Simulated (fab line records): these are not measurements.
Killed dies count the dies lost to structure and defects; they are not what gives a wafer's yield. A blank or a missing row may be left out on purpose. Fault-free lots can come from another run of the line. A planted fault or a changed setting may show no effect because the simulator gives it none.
Code-filled problem report in 8D (eight disciplines) form / flow berkeley-cmos170 / the parts of the form that need people (team, actions taken, sign-off) are left out

## 1. THE PROBLEM
Mean NVT_OVL at UCB170_NVT_OVL_MEAS_06: 605 nm over 12 wafers in 4 lots; fault-free wafers: -2 nm, standard deviation 4.7. So: +99 or more standard deviations from the usual mean.
First observed at day 9 08:33: wafer L664.1, on overlay-02. Wafers with a number at this step in the record: 42, from 14 lots. Rule for "out" (also "out of limits"): further than 4 standard deviations from the usual mean. The rest of the wafers with a number are treated as sound.

## 2. WHAT THIS IS AND IS NOT
question=which readings at this step; is=NVT_OVL; is not=-
question=which lots; is=L663, L664, L665, L666; is not=L651, L652, L653, L654, L655, L656, L657, L658, L659, L661
question=which wafers of those lots; is=all that have a number; is not=-
question=read on which gauges; is=overlay-01, overlay-02; is not=-
question=when; is=from day 9 08:33; is not=up to then (30 sound wafers)

## 3. WHAT RULES OUT EACH SUSPECT
Counting: any tool at a process step up to the reading is kept as a suspect provided that every lot that is out went through it and no sound lot did after the first of them.
- the gauge at UCB170_NVT_OVL_MEAS_06 is ruled out. 2 gauges (overlay-01, overlay-02) read the wafers that are out.
- krf-scanner-02 at UCB170_NVT_EXPOSE_03 (exposes mask PWELL, target cd 3000 nm): kept. It ran every lot that is out, first L664 (day 9 07:17), and no sound lot after that; its last sound lot up to then is L661 (day 9 06:58).
Remaining after the count: krf-scanner-02 at UCB170_NVT_EXPOSE_03.

## 4. THE CAUSE (what the simulator had put in)
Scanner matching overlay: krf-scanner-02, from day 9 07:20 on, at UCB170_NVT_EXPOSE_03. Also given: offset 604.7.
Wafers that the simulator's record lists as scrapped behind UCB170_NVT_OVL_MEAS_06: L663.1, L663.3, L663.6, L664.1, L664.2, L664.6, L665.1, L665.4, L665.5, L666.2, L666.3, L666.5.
Only this tool survived the counting.

## 5. THE CHAIN OF EFFECTS, in route order
One row per reading whose mean, taken over the struck wafers that have a number, lies over 3 standard deviations from the usual. Readings are gone through only where the record gives a usual standard deviation; hours: the median, over the lots, of the time from a lot's start at the first step in this table giving one to that lot's start at this step; sigmas: the change measured in usual standard deviations.
hours=0; step=UCB170_NVT_OVL_MEAS_06; reading=NVT_OVL; usual=-2 nm; on struck wafers=605; change=+607; sigmas=+99 or more

## 6. WHAT WOULD HAVE CAUGHT IT SOONER
In this record the first reading out of limits at a measuring or inspecting step was taken at day 9 08:33, 1 hour after the fault began at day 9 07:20.
Each of the lots that are out, 4 in all, had begun UCB170_NVT_EXPOSE_03 on krf-scanner-02 no later than day 9 08:33. Holding the tool at that point would not have protected any of them.
